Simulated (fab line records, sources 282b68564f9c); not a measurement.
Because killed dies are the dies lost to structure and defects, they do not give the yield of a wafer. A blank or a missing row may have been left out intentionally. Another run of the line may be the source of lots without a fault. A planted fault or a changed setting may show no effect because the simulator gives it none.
Which tool did it? :: flow rit_cmos :: 7 lots with 21 wafers sampled at 2 steps, on a route of 202 steps

== WHAT THE GAUGES SHOWED, per wafer ==
RIT_GATE_CD_MEAS_16 targets a cd of 150 nm.
lot: L764
measured: day 3 02:19
on: cd_sem-01
cd_nm (nm): 146.0 146.4 148.5

lot: L766
measured: day 3 12:07
on: cd_sem-02
cd_nm (nm): 144.1 141.1 144.2

lot: L769
measured: day 4 01:52
on: cd_sem-01
cd_nm (nm): 147.1 148.7 147.1

lot: L772
measured: day 4 17:10
on: cd_sem-01
cd_nm (nm): 145.1 145.3 144.7

lot: L775
measured: day 5 06:15
on: cd_sem-02
cd_nm (nm): 145.3 147.5 145.5

lot: L779
measured: day 6 01:53
on: cd_sem-02
cd_nm (nm): 102.4 94.8 121.8

lot: L781
measured: day 6 11:26
on: cd_sem-02
cd_nm (nm): 146.1 143.7 145.0

== WHICH TOOL RAN EACH LOT (tool, then ch and the chambers of the sampled wafers, then the start) ==
lot: L764
RIT_GATE_EXPOSE_13: iline_stepper-01 ch 0, day 3 01:55

lot: L766
RIT_GATE_EXPOSE_13: iline_stepper-02 ch 0, day 3 11:43

lot: L769
RIT_GATE_EXPOSE_13: iline_stepper-01 ch 0, day 4 01:28

lot: L772
RIT_GATE_EXPOSE_13: iline_stepper-02 ch 0, day 4 16:46

lot: L775
RIT_GATE_EXPOSE_13: iline_stepper-01 ch 0, day 5 05:51

lot: L779
RIT_GATE_EXPOSE_13: iline_stepper-01 ch 0, day 6 01:29

lot: L781
RIT_GATE_EXPOSE_13: iline_stepper-02 ch 0, day 6 11:02
- RIT_GATE_EXPOSE_13: exposes mask M6, target cd 150 nm.

== THE ANSWER, worked out from the rows above alone ==
Rule: usual is defined by the lots themselves. The widest of any qualifying gaps counts: lots, ordered by their means at a reading, are off when they make up no more than a third of the lots, leave a main group of 4 or more, and stand apart from it by 3 or more times the standard deviation of that group's means. The tables above print the reading to a certain number of digits; a main group whose means all agree to those digits is not used. A lot without any number at a reading at which 4 lots or more have one is off too. Where the step has rows for the other lots, those lots are counted as sound.
Off: L779 (RIT_GATE_CD_MEAS_16, cd_nm). Mean 145.6 nm and standard deviation 1.5 in the main group.
A tool fits if, at a process step before that reading, it ran every lot that is off, and no sound lot after the first of them. Those tools and the gauges at RIT_GATE_CD_MEAS_16 are tried in the same way. One fits: iline_stepper-01 at RIT_GATE_EXPOSE_13. A fault onset in the window from L775 (day 5 05:51, its last sound lot) to L779 (day 6 01:29, its first lot off) fits.

== WHAT HAD BEEN PUT IN BY THE SIMULATOR ==
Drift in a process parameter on iline_stepper-01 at RIT_GATE_EXPOSE_13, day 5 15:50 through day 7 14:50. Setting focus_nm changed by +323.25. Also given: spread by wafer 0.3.
Lots struck among those shown: L779. The rule above found the same.
